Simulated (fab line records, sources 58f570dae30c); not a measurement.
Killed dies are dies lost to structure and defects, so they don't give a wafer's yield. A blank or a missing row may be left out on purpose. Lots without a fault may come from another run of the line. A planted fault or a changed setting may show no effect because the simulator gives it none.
Which tool did it? | flow berkeley_cmos170 | 14 lots, 42 wafers sampled, at 2 steps of a route of 331

WHAT THE GAUGES READ, wafer by wafer
UCB170_PWELL_TW_MEAS_17.
lot  | measured    | on            | PWELL_TW
L880 | day 3 12:06 | film_metro-03 | 373 372 371
L883 | day 3 22:18 | film_metro-03 | 372 373 370
L882 | day 3 22:28 | film_metro-04 | 380 381 380
L887 | day 4 18:06 | film_metro-04 | 379 381 381
L886 | day 4 18:43 | film_metro-01 | 376 373 374
L889 | day 5 04:21 | film_metro-04 | 381 383 380
L888 | day 5 04:27 | film_metro-01 | 373 375 375
L891 | day 5 12:53 | film_metro-03 | 373 370 372
L895 | day 6 13:32 | film_metro-01 | 313 315 314
L894 | day 6 13:47 | film_metro-03 | 369 373 369
L898 | day 7 04:40 | film_metro-01 | 313 308 311
L899 | day 7 15:23 | film_metro-03 | 374 374 373
L900 | day 7 15:39 | film_metro-01 | 374 374 374
L902 | day 8 00:11 | film_metro-04 | 381 380 379

WHICH TOOL RAN EACH LOT (tool, then ch and the chambers of the sampled wafers, then the start)
lot  | UCB170_PWELL_IMPLANT_15
L880 | implanter-02 ch 0, day 3 11:51
L883 | implanter-01 ch 0, day 3 22:01
L882 | implanter-02 ch 0, day 3 22:13
L887 | implanter-02 ch 0, day 4 17:51
L886 | implanter-04 ch 0, day 4 18:29
L889 | implanter-01 ch 0, day 5 04:07
L888 | implanter-02 ch 0, day 5 04:12
L891 | implanter-01 ch 0, day 5 12:39
L895 | implanter-02 ch 0, day 6 13:19
L894 | implanter-04 ch 0, day 6 13:34
L898 | implanter-02 ch 0, day 7 04:27
L899 | implanter-01 ch 0, day 7 15:09
L900 | implanter-04 ch 0, day 7 15:24
L902 | implanter-04 ch 0, day 7 23:56
- UCB170_PWELL_IMPLANT_15

WHAT THE TOOLS THEMSELVES READ (means of the sampled wafers that have a number; where no wafer has one, the mark that the record gives instead)
UCB170_PWELL_IMPLANT_15.
lot  | tool         | beam_energy_keV | dose_ions_cm2 | faraday_current_uA
L880 | implanter-02 | 58.937          | 5e+12         | 15.9
L883 | implanter-01 | 58.923          | 5e+12         | 16.0
L882 | implanter-02 | 58.912          | 5e+12         | 16.0
L887 | implanter-02 | 58.951          | 5e+12         | 15.9
L886 | implanter-04 | 58.941          | 5e+12         | 15.8
L889 | implanter-01 | 58.959          | 5e+12         | 15.7
L888 | implanter-02 | 58.922          | 5e+12         | 15.8
L891 | implanter-01 | 58.942          | 5e+12         | 16.0
L895 | implanter-02 | 58.931          | 3e+12         | 8.7
L894 | implanter-04 | 58.935          | 5e+12         | 15.8
L898 | implanter-02 | 58.924          | 3e+12         | 8.5
L899 | implanter-01 | 58.931          | 5e+12         | 15.9
L900 | implanter-04 | 58.923          | 5e+12         | 15.9
L902 | implanter-04 | 58.917          | 5e+12         | 16.0

THE ANSWER, worked out from the rows above alone
Rule: what is usual is taken from the lots themselves. Put in order of their means at a reading, lots are off if they are a third of the lots or fewer, leave a main group of 4 or more, and stand apart from it by a gap of 3 or more times the standard deviation of the main group's means; of several such gaps the widest counts. A main group whose means are all the same, to the digits that the tables above print for the reading, isn't used. A lot without any number at a reading at which 4 lots or more have one is off too. The other lots that the step has rows for count as sound. The gauges are gone through in route order, then the tools' own readings, and for those a lot's mean is taken as printed above. The first step at which some lot is off is used, and at that step the reading that is off furthest; a lot without a number counts as furthest.
Off: L895, L898, at UCB170_PWELL_TW_MEAS_17 (PWELL_TW). The main group: mean 375, standard deviation 3.8.
A tool fits if, at a process step before that reading, it ran every lot that is off, and no sound lot after the first of them. The gauges at UCB170_PWELL_TW_MEAS_17 aren't tried: what is off there is off at UCB170_PWELL_IMPLANT_15 too, on other tools, and a gauge's error can't cause that. One fits: implanter-02 at UCB170_PWELL_IMPLANT_15. Its last sound lot is L888 (day 5 04:12), its first lot that is off L895 (day 6 13:19): a fault that began between those two fits.
The tool's own readings at UCB170_PWELL_IMPLANT_15 bear it out: on the lots that are off they differ by more than 5 times the standard deviation of the sound lots' means. dose_ions_cm2 reads 3e+12 there against 5e+12 on the sound lots; faraday_current_uA reads 8.6 there against 15.9 on the sound lots.

WHAT THE SIMULATOR HAD PUT IN
Process parameter drift: implanter-02, from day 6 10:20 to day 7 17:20, at UCB170_PWELL_IMPLANT_15. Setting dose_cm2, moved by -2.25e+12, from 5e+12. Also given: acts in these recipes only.
Lots struck among those shown: L895, L898. The rule above found the same.
